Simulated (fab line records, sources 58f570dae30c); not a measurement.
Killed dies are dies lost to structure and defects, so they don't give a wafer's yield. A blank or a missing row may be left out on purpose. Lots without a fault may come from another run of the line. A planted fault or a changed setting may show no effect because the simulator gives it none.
A struck lot beside a sound one | flow berkeley_cmos170 | 16 steps out of a route of 331
Sound: wafers L178.2, L178.3, L178.6. Struck: wafers L186.1, L186.4, L186.6. The cause comes at the end.
At each step with rows: each side's tool, then ch and its chambers, then its first start. Under that, the readings that differ: sound wafers | struck wafers | difference of the means | sigmas: that difference in standard deviations of wafers without a fault.
alike: readings whose means differ by less than 2 such deviations, and words and numbers that are the same on both sides. not compared: withheld readings, readings that some wafer has no value for, bounds like >300 that may hide the same value, and numbers for which the record gives no deviation and whose values overlap.
The two part at a step that has a row with sigmas, a row that says differs or no value, or rows on one side only. Numbers that don't overlap but have no deviation are shown without sigmas and don't part them. A reading that every wafer of one side lacks parts them only if that side has two wafers or more.

UCB170_NVT_OVL_MEAS_06:
  sound on overlay-02, day 8 09:39; struck on overlay-02, day 9 15:40
  alike: NVT_OVL
then, 1 step without rows for these wafers: UCB170_NVT_IMPLANT_07.
UCB170_NVT_STRIP_08: strips in O2.
  sound on plasma_asher-01 ch 0,1, day 8 09:50; struck on plasma_asher-01 ch 0,1, day 9 15:50
  alike: drypump_motor_current_A, oes_product_au, strip_time_to_endpoint_s
  not compared: rf_hours_counter_h
UCB170_NVT_TW_MEAS_09:
  sound on film_metro-01, day 8 09:56; struck on film_metro-03, day 9 15:56
  alike: NVT_TW
then, 7 steps without rows for these wafers: UCB170_NVT_CLEAN_10 (cleans in SPM, time 600 s); UCB170_PVT_HMDS_00 (prime time 60 s); UCB170_PVT_COAT_01 (resist thk 900 nm); UCB170_PVT_SOFTBAKE_02 (time 60 s); UCB170_PVT_EXPOSE_03 (exposes mask NWELL, target cd 3000 nm); UCB170_PVT_PEB_04; UCB170_PVT_DEVELOP_05 (develop time 45 s).
UCB170_PVT_OVL_MEAS_06:
  sound on overlay-02, day 8 11:21; struck on overlay-01, day 9 18:38
  alike: PVT_OVL
UCB170_PVT_IMPLANT_07:
  sound on implanter-02 ch 0, day 8 11:24; struck on implanter-03 ch 0, day 9 18:40
  reading            | sound             | struck         | difference | sigmas
  beam_on_s (s)      | 10.07 10.10 10.38 | 7.68 7.35 7.43 | -2.70      | -13
  faraday_current_uA | 6.30 6.31 6.10    | 8.29 8.66 8.51 | +2.25      | +17
UCB170_PVT_STRIP_08: strips in O2.
  sound on plasma_asher-02 ch 0,1, day 8 11:32; struck on plasma_asher-04 ch 0,1, day 9 18:49
  reading                      | sound             | struck            | difference | sigmas
  strip_time_to_endpoint_s (s) | 21.55 21.59 21.57 | 21.74 21.80 21.75 | +0.19      | +3
  alike: drypump_motor_current_A, oes_product_au
  not compared: rf_hours_counter_h
UCB170_PVT_TW_MEAS_09:
  sound on film_metro-04, day 8 11:38; struck on film_metro-01, day 9 19:09
  reading | sound             | struck            | difference | sigmas
  PVT_TW  | 502.0 506.0 508.6 | 462.0 466.0 468.1 | -40.2      | -17
  not compared: hold
-- the record jumps here: 2 days lie between the struck wafers' starts before and after (it left off in module PVT and takes up again in module M3, whose first step shown is number 331 of the route) --
UCB170_M3_PROBE_99:
  the record has rows for the struck wafers here (prober-01, day 12 02:31) and none for the sound ones

WHERE THEY PART
First at UCB170_PVT_IMPLANT_07; last, within this record, at UCB170_M3_PROBE_99.

WHY: what the simulator had put in
Process parameter drift: implanter-03, from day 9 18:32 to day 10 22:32, at UCB170_PVT_IMPLANT_07. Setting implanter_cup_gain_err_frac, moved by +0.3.
